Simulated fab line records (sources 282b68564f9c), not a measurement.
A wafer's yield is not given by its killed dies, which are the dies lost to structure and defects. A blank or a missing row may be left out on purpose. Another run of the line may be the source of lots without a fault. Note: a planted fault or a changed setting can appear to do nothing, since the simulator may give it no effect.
A lot that was struck, set against a sound lot ; flow rit-cmos ; 35 steps out of a route of 202
Sound: the wafers L330.2, L330.4, L330.5. The struck wafers were L339.1, L339.2, L339.4. Last of all comes the cause.
Per side, at each step with rows, come the tool, then ch with its chambers, and then its first start. Under that, the readings that differ: sound wafers ; struck wafers ; difference of the means ; sigmas: that difference in standard deviations of wafers without a fault.
alike: readings with means less than 2 such deviations apart, plus words and numbers identical on both sides. not compared: withheld readings, readings lacking a value on some wafer, bounds such as >300 that could conceal the same value, and numbers that have no deviation in the record and whose values overlap.
The two part at a step that has a row with sigmas, a row that says differs or no value, or rows on one side only. When numbers do not overlap yet have no deviation, they are printed without sigmas and do not part them. Lack of a reading on every wafer of one side parts them only where that side has two or more wafers.

first, 4 steps without rows for these wafers: RIT_ACTIVE_CLEAN_15 (cleans in SC1, time 600 s); RIT_ACTIVE_CLEAN_16 (cleans in dHF, time 30 s); RIT_ACTIVE_CLEAN_17 (cleans in SC2, time 600 s); RIT_FOX1_OXIDATION_00 (target thk 350.7 nm, ox time 1130 s).
RIT_FOX1_THK_MEAS_01:
  sound on film-metro-02, day 1 17:16; struck on film-metro-02, day 3 15:33
  alike: FOX1_OXIDE_THK
then, 2 steps without rows for these wafers: RIT_FOX1_WET_ETCH_02 (etches SiO2 in BOE, target depth 350 nm, time 390 s); RIT_FOX2_OXIDATION_00 (target thk 350.7 nm, ox time 1130 s).
RIT_FOX2_THK_MEAS_01:
  sound on film-metro-02, day 1 18:47; struck on film-metro-04, day 3 17:41
  alike: FOX2_OXIDE_THK
then, 2 steps without rows for these wafers: RIT_FOX2_CLEAN_02 (cleans in dHF, time 180 s); RIT_FOX2_WET_ETCH_03 (etches Si3N4 in H3PO4, target depth 195 nm, time 2700 s).
RIT_FOX2_THK_MEAS_90:
  sound on film-metro-04, day 1 19:40; struck on film-metro-02, day 3 18:38
  alike: FIELD_OXIDE_LEFT_1_THK
then, 1 step without rows for these wafers: RIT_NWELL_HMDS_00 (prime time 60 s).
RIT_NWELL_COAT_01: resist thk 1300 nm.
  sound on litho-track-01 ch 0, day 1 19:53; struck on litho-track-02 ch 0, day 3 18:51
reading;sound;struck;difference;sigmas
model.NOVOLAK_of_NWELL_COAT_01.thk-nm (nm);1299 1294 1299;260 260.4 260;-1037;
then, 4 steps without rows for these wafers: RIT_NWELL_SOFTBAKE_02 (time 60 s); RIT_NWELL_EXPOSE_03 (exposes mask M2, target cd 43900 nm); RIT_NWELL_PEB_04; RIT_NWELL_DEVELOP_05 (develop time 68 s).
RIT_NWELL_OVL_MEAS_06:
  sound on overlay-01, day 1 20:43; struck on overlay-02, day 3 19:42
  alike: NWELL_OVL
RIT_NWELL_HARDBAKE_07: time 120 s.
  sound on litho-track-01 ch 0, day 1 20:47; struck on litho-track-02 ch 0, day 3 19:44
reading;sound;struck;difference;sigmas
model.NOVOLAK_of_NWELL_COAT_01.thk-nm (nm);1136 1132 1136;234.2 234.6 234.2;-900.3;
next, for these wafers, 1 step has no rows: RIT_NWELL_IMPLANT_08.
RIT_NWELL_STRIP_09: strips in O2, time 180 s.
  sound on plasma-asher-04 ch 0,1, day 1 21:09; struck on plasma-asher-01 ch 0,1, day 3 20:08
  alike: drypump-motor-current-A
  not compared: rf-hours-counter-h
RIT_NWELL_TW_MEAS_10:
  sound on film-metro-01, day 1 21:20; struck on film-metro-04, day 3 20:19
  alike: NWELL_TW
then, 6 steps without rows for these wafers: RIT_PWELL_HMDS_00 (prime time 60 s); RIT_PWELL_COAT_01 (resist thk 1300 nm); RIT_PWELL_SOFTBAKE_02 (time 60 s); RIT_PWELL_EXPOSE_03 (exposes mask M3, target cd 43700 nm); RIT_PWELL_PEB_04; RIT_PWELL_DEVELOP_05 (develop time 68 s).
RIT_PWELL_OVL_MEAS_06:
  sound on overlay-02, day 1 22:24; struck on overlay-02, day 3 21:23
  alike: PWELL_OVL
then, 2 steps without rows for these wafers: RIT_PWELL_HARDBAKE_07 (time 120 s); RIT_PWELL_IMPLANT_08.
RIT_PWELL_STRIP_09: strips in O2, time 180 s.
  sound on plasma-asher-04 ch 0,1, day 1 22:50; struck on plasma-asher-03 ch 0,1, day 3 21:49
  alike: drypump-motor-current-A
  not compared: rf-hours-counter-h
RIT_PWELL_TW_MEAS_10:
  sound on film-metro-04, day 1 23:01; struck on film-metro-03, day 3 21:59
reading;sound;struck;difference;sigmas
PWELL_TW;954 950 948;1999 2001 2008;+1052;+99 or more
then, 1 step without rows for these wafers: RIT_WELLDRIVE_ANNEAL_00 (time 14700 s).
RIT_M1_PROBE_99:
  sound on prober-01, day 3 17:21; struck on prober-02, day 5 15:50
reading;sound;struck;difference;sigmas
model.etest.pwell-pinched.rs-ohm-sq;456.6 453.6 463.7;742.7 752.4 770.6;+297.3;
model.etest.nmos_0p3.r-on-ohm-um;2124 2144 2130;1968 1945 1959;-175;
model.etest.nmos-turned.drive-ua-um;328.4 324.8 335.1;408.4 407.1 414.4;+80.5;
model.etest.nmos_0p15.r-on-ohm-um;1100 1106 1106;1052 1035 1055;-57;
model.etest.nmos_0p15.drive-ua-um;489.8 475.5 497.8;548.4 553.5 553.5;+64.1;
model.etest.nmos_0p3.drive-ua-um;232.7 228.9 236.1;268.5 274.9 271.4;+39.0;
model.etest.nmos-narrow.drive-ua-um;232.8 229.4 235.4;253.7 259.9 251.2;+22.4;
model.etest.well-edge-left.line-ohm-um;179.9 181.2 181.9;166.2 162.2 166.1;-16.2;
  alike: killed-at-contacts, killed-at-front-end, killed-dies, killed-on-rim, killed-open, killed-short

## WHERE THEY PART
Only at RIT_PWELL_TW_MEAS_10, within this record. Later steps at which nothing parts them and some readings are alike: RIT_M1_PROBE_99.

WHY: what the simulator had put in
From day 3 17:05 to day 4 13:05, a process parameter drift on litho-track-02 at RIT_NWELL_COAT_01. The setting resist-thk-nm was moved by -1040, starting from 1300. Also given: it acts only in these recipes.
